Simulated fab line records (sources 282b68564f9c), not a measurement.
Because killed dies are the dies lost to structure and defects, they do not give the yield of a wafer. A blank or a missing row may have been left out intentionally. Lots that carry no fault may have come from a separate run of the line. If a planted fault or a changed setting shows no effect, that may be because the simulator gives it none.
Split-lot study    flow rit-cmos    23 wafers read from 5 lots, route of 202 steps

SPLIT DETAILS
At RIT_PRETRO_IMPLANT_08, the setting energy-kev was moved away from the recipe's 45 on 8 of the 23 wafers read, by -3.6% to -2.5%. This setting was run at the recipe's value on the other wafers.

The reading comes from the split's own step.

THE READING
The simulator's own value implant.drp-nm, read by no gauge, in nm at RIT_PRETRO_IMPLANT_08. No usual value for it is given in the file.

wafer   tool, chamber at the split  energy-kev as run  against the recipe  implant.drp-nm, nm  against lot-mates on the recipe
L078.2  implanter-01, 0             43.36              -3.6%               53.87               -1.20
L078.3  implanter-01, 0             43.36              -3.6%               53.87               -1.20
L078.6  implanter-01, 0             43.36              -3.6%               53.87               -1.20
L078.4  implanter-01, 0             45                 recipe              55.07               -
L078.5  implanter-01, 0             45                 recipe              55.07               -
L080.1  implanter-04, 0             45                 recipe              55.07               -
L080.4  implanter-04, 0             45                 recipe              55.07               -
L080.5  implanter-04, 0             45                 recipe              55.07               -
L081.1  implanter-03, 0             45                 recipe              55.07               -
L081.4  implanter-03, 0             45                 recipe              55.07               -
L081.5  implanter-03, 0             45                 recipe              55.07               -
L081.2  implanter-03, 0             43.86              -2.5%               54.24               -0.83
L081.3  implanter-03, 0             43.86              -2.5%               54.24               -0.83
L082.1  implanter-04, 0             45                 recipe              55.07               -
L082.2  implanter-04, 0             45                 recipe              55.07               -
L082.4  implanter-04, 0             45                 recipe              55.07               -
L082.5  implanter-04, 0             45                 recipe              55.07               -
L082.6  implanter-04, 0             45                 recipe              55.07               -
L085.1  implanter-01, 0             45                 recipe              55.07               -
L085.5  implanter-01, 0             45                 recipe              55.07               -
L085.2  implanter-01, 0             43.89              -2.5%               54.26               -0.81
L085.4  implanter-01, 0             43.89              -2.5%               54.26               -0.81
L085.6  implanter-01, 0             43.89              -2.5%               54.26               -0.81

THE FIT
A straight line over all 23 wafers: implant.drp-nm changes by +0.329 nm for each +1% of energy-kev; r = +1.00; the points scatter about the line by 0.0012 nm.
The same after taking each lot's own level away (the mean of its wafers on the recipe; 23 wafers): +0.329 nm for each +1%; r = +1.00; scatter 0.0012 nm.
On that fit, the largest move of energy-kev shifts the reading by 1.2 nm.
The lots' own levels span 55.070 to 55.070 nm.
The two slopes are in agreement: the lot-to-lot level therefore moves the slope only a little.
Check: with one of the wafers moved furthest among these (-3.6%) left out of the fit, the line predicts -1.2 nm for it against its lot-mates. Against them it came out at -1.2 nm.

THE OTHER SPLITS THESE WAFERS WENT THROUGH
Other splits were also applied to these wafers ahead of the reading. Each is held against what the fit with the lots' levels taken away leaves over:
other split on the same wafers     wafers away from the commonest value  r with implant.drp-nm (lot level and that fit taken away)
RIT_ACTIVE_CVD_03 pressure-mtorr   15                                    +0.35
RIT_ACTIVE_EXPOSE_08 dose-mj       9                                     -0.20
RIT_ACTIVE_ETCH_13 pressure-mtorr  5                                     -0.08
RIT_FOX2_OXIDATION_00 ox-time-s    15                                    -0.08
RIT_NWELL_IMPLANT_08 dose-cm2      10                                    +0.50
RIT_PWELL_SOFTBAKE_02 temp-c       5                                     -0.21
RIT_PWELL_IMPLANT_08 energy-kev    9                                     -0.02
RIT_PRETRO_COAT_01 resist-thk-nm   9                                     +0.22

THE WHOLE CHAIN: every reading that the file lists as answering this split, in the file's order
step                   what it does  reading                                                          change (the file's fit)               r (the file's)
RIT_PRETRO_IMPLANT_08                implant.rp-nm (the simulator's own value, which no gauge read)   +1.34 nm for each +1% of the setting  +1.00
RIT_PRETRO_IMPLANT_08                implant.drp-nm (the simulator's own value, which no gauge read)  +0.33 nm for each +1% of the setting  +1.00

THE FILE'S OWN FIT
implant.drp-nm changes by +0.33 nm for each +1% of energy-kev, r = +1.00.
